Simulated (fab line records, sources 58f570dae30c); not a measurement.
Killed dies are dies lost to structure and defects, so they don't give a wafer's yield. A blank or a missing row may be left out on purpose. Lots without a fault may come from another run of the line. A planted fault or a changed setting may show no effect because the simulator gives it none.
One fault seen from 2 desks | flow berkeley_cmos170 | each desk has only its own numbers; what lay behind them comes last

THE METROLOGY DESK
What the gauges read, lot by lot, whatever tool the lot ran on: means of the sampled wafers that have a number. A lot is out of limits, marked OUT, if its mean lies more than 4 standard deviations from the usual mean; the brackets give that distance.
Columns: A = INCOMING_BOW at UCB170_START_BOW_MEAS_00, usual -1 um; B = ACTIVE_OXIDE_THK at UCB170_ACTIVE_THK_MEAS_03, usual 26.2 nm; C = GATE_POLY_THK at UCB170_GATE_THK_MEAS_05, usual 214.4 nm
lot  | first seen here | A  | B    | C
L312 | day 1 10:00     | 3  | 25.9 | 215.1
L313 | day 1 15:01     | 0  | 26.8 | 214.7
L314 | day 1 20:01     | -5 | 26.4 | 211.5
L315 | day 2 01:01     | 0  | 26.0 | 212.2
L316 | day 2 06:00     | -5 | 26.2 | 217.1
L317 | day 2 11:01     | 2  | 26.5 | 213.1
L318 | day 2 16:01     | -3 | 26.4 | 214.5
L319 | day 2 21:02     | 3  | 26.6 | 214.6
L320 | day 3 02:02     | 6  | 25.8 | 213.7
L321 | day 3 07:00     | -1 | 26.0 | 214.5
L322 | day 3 12:00     | -5 | 26.2 | 106.9 (-54) OUT
L323 | day 3 17:01     | -6 | 25.9 | 109.8 (-52) OUT
L324 | day 3 22:00     | -2 | 26.2 | 109.6 (-52) OUT
L325 | day 4 03:05     | 2  | 26.5 | 109.1 (-53) OUT
L326 | day 4 08:05     | 4  | 26.5 | 216.0
L335 | day 6 05:00     | 2  | 26.9 | 215.4
This desk's finding: out of limits on L322, L323, L324, L325; first on L322, day 9 18:02 (GATE_POLY_THK at UCB170_GATE_THK_MEAS_05). In limits: L312, L313, L314, L315, L316, L317, L318, L319, L320, L321, L326, L335.

THE TOOL OWNER'S DESK: lpcvd-01
The tool's own readings at UCB170_GATE_CVD_04 (deposits poly-Si from SiH4, time 1440 s, target thk 214 nm): means of the sampled wafers that have a number, for each lot that ran on this tool. A lot is out of limits, marked OUT, if its mean lies more than 4 standard deviations from the usual mean; the brackets give that distance.
Columns: A = sih4_flow_sccm at UCB170_GATE_CVD_04, usual 120.1 sccm; B = spike_tc_load_C at UCB170_GATE_CVD_04, usual 634.2 C; C = zone_power_load_pct at UCB170_GATE_CVD_04, usual 13.1 %
lot  | first seen here | A                      | B     | C
L312 | day 6 12:40     | 120.1                  | 634.0 | 12.1
L320 | day 9 05:29     | 120.2                  | 634.1 | 12.1
L321 | day 9 05:29     | 120.1                  | 634.3 | 12.1
L322 | day 9 16:38     | 59.8 (-99 or more) OUT | 634.2 | 12.0
L323 | day 9 16:38     | 59.9 (-99 or more) OUT | 634.8 | 12.0
L324 | day 9 16:38     | 59.8 (-99 or more) OUT | 634.8 | 12.2
L325 | day 9 16:38     | 60.2 (-99 or more) OUT | 634.8 | 12.4
L335 | day 12 18:31    | 119.3                  | 634.7 | 12.1
This desk's finding: out of limits on L322, L323, L324, L325; first on L322, day 9 16:38 (sih4_flow_sccm at UCB170_GATE_CVD_04). In limits: L312, L320, L321, L335.

PUT TOGETHER
The tool owner's desk could have raised an alarm at day 9 16:38, on L322, L323, L324, L325.
The metrology desk could have raised an alarm at day 9 18:02, on L322, L323, L324, L325.
Of the lots named, all ran UCB170_GATE_CVD_04 on lpcvd-01.

WHAT THE SIMULATOR HAD PUT IN
Process parameter drift: lpcvd-01, from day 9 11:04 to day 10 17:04, at UCB170_GATE_CVD_04. Setting sih4_flow_sccm, moved by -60, from 120. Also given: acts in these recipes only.
Lots struck among those shown: L322, L323, L324, L325.
Hours from the fault's start to each desk's first reading out of limits: the tool owner's desk, 6; the metrology desk, 7.
